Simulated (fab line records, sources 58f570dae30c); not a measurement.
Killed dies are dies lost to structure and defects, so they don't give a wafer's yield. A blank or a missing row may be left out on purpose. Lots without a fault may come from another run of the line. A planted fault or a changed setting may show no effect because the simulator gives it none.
Which tool did it? | flow berkeley_cmos170 | 13 lots, 39 wafers sampled, at 3 steps of a route of 331

WHAT THE GAUGES READ, wafer by wafer
UCB170_V2_CD_MEAS_90: target cd 700 nm.
lot  | measured     | on        | cd_nm (nm)
L922 | day 8 16:35  | cd_sem-02 | 699.2 701.0 698.6
L924 | day 9 15:08  | cd_sem-01 | 698.7 700.7 699.6
L925 | day 9 15:16  | cd_sem-01 | 698.5 699.8 700.6
L926 | day 9 14:53  | cd_sem-01 | 699.1 697.4 699.3
L927 | day 10 05:08 | cd_sem-02 | 700.0 699.6 699.5
L928 | day 10 04:46 | cd_sem-02 | 698.9 699.1 699.4
L929 | day 10 17:14 | cd_sem-01 | 697.5 698.5 698.9
L931 | day 11 14:15 | cd_sem-01 | 699.8 699.1 699.9
L936 | day 11 17:21 | cd_sem-01 | 699.6 698.6 698.8
L937 | day 12 23:15 | cd_sem-02 | 700.8 702.8 700.1
L938 | day 12 20:50 | cd_sem-02 | 700.5 699.9 700.7
L940 | day 12 22:44 | cd_sem-01 | 698.0 698.3 699.7
L941 | day 13 08:02 | cd_sem-02 | 698.5 697.6 697.4

UCB170_M3_RS_MEAS_02: measures by four-point-probe.
lot  | measured     | on            | M3_AL_RS (ohm/sq)
L922 | day 8 16:52  | film_metro-03 | 0.03211 0.03251 0.03229
L924 | day 9 15:24  | film_metro-03 | 0.03202 0.0322 0.03235
L925 | day 9 15:32  | film_metro-04 | 0.03209 0.03181 0.03187
L926 | day 9 15:10  | film_metro-04 | 0.03205 0.03203 0.03198
L927 | day 10 05:25 | film_metro-01 | 0.03182 0.03205 0.03194
L928 | day 10 05:02 | film_metro-01 | 0.03215 0.0318 0.03176
L929 | day 10 17:30 | film_metro-04 | 0.03205 0.03221 0.03198
L931 | day 11 14:31 | film_metro-01 | 0.03211 0.03215 0.03212
L936 | day 11 17:37 | film_metro-04 | 0.03221 0.03216 0.03213
L937 | day 12 23:31 | film_metro-03 | 0.03236 0.03232 0.03255
L938 | day 12 21:07 | film_metro-04 | 0.03206 0.03197 0.032
L940 | day 12 23:01 | film_metro-03 | 0.03198 0.03227 0.03204
L941 | day 13 08:18 | film_metro-03 | 0.03209 0.03217 0.03212

WHICH TOOL RAN EACH LOT (tool, then ch and the chambers of the sampled wafers, then the start)
lot  | UCB170_ACTIVE_CVD_05
L922 | lpcvd-02 ch 0, day 4 21:05
L924 | lpcvd-01 ch 1, day 5 17:16
L925 | lpcvd-01 ch 0, day 5 17:16
L926 | lpcvd-01 ch 0, day 5 17:16
L927 | lpcvd-02 ch 0, day 6 00:18
L928 | lpcvd-02 ch 0, day 6 00:18
L929 | lpcvd-01 ch 1, day 6 08:34
L931 | lpcvd-01 ch 1, day 7 03:27
L936 | lpcvd-01 ch 0, day 7 19:33
L937 | lpcvd-02 ch 0, day 8 06:38
L938 | lpcvd-02 ch 0, day 8 06:38
L940 | lpcvd-01 ch 1, day 8 19:47
L941 | lpcvd-01 ch 1, day 9 03:35
- UCB170_ACTIVE_CVD_05: deposits Si3N4 from SiH2Cl2/NH3, target thk 220 nm, time 3300 s.

WHAT THE TOOLS THEMSELVES READ (means of the sampled wafers that have a number; where no wafer has one, the mark that the record gives instead)
The record holds no such reading with a usual standard deviation.

THE ANSWER, worked out from the rows above alone
Rule: what is usual is taken from the lots themselves. Put in order of their means at a reading, lots are off if they are a third of the lots or fewer, leave a main group of 4 or more, and stand apart from it by a gap of 3 or more times the standard deviation of the main group's means; of several such gaps the widest counts. A main group whose means are all the same, to the digits that the tables above print for the reading, isn't used. A lot without any number at a reading at which 4 lots or more have one is off too. The other lots that the step has rows for count as sound. The gauges are gone through in route order, then the tools' own readings, and for those a lot's mean is taken as printed above. The first step at which some lot is off is used, and at that step the reading that is off furthest; a lot without a number counts as furthest.
No lot is off at any reading shown: from this, nothing can be told.

WHAT THE SIMULATOR HAD PUT IN
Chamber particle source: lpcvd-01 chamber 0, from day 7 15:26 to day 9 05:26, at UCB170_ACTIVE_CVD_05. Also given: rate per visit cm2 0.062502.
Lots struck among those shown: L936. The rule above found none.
